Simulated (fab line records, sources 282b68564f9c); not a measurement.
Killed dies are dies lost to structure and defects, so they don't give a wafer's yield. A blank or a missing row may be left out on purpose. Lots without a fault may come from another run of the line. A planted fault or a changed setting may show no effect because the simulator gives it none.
Chamber matching | flow rit_cmos | RIT_ACTIVE_CLEAN_17 on wet_bench-01: 4 sister chambers
The step cleans in SC2, time 600 s. 8 wafers are shown with their chamber, then 7 later ones without.

WAFERS WITH THEIR CHAMBER
wafer  | chamber | bath_heat_duty_pct (%)
L660.2 | 3       | 11.6
L660.6 | 3       | 11.4
L671.2 | 1       | 15.4
L671.6 | 1       | 14.7
L674.2 | 0       | 16.9
L674.3 | 0       | 16.1
L675.1 | 2       | 20.3
L675.3 | 2       | 20.0

WAFERS WITHOUT THEIR CHAMBER
wafer  | bath_heat_duty_pct (%)
L675.6 | 20.6
L676.2 | 11.2
L676.3 | 10.9
L676.5 | 10.9
L677.1 | 11.3
L677.4 | 12.4
L677.5 | 10.5

WHICH CHAMBER EACH WENT THROUGH
wafer  | from the rows above | in truth
L675.6 | 2                   | 2
L676.2 | 3                   | 3
L676.3 | 3                   | 3
L676.5 | 3                   | 3
L677.1 | 3                   | 3
L677.4 | 3                   | 3
L677.5 | 3                   | 3
Placed correctly: 7 of 7. Can't be placed from these rows: 0. Placed wrongly: 0.
How it was worked out, from the rows above alone: a wafer's distance from a chamber is the root of the sum, over the readings, of the square of ((its reading less the chamber's mean) divided by the reading's scatter). The wafer belongs to the nearest chamber; if the next one is less than 2 further off, it can't be placed. A chamber's mean is the mean of its shown wafers. The scatter: the root of (the sum of the squares of (reading less its chamber's mean) over the shown wafers, divided by (wafers less chambers)).
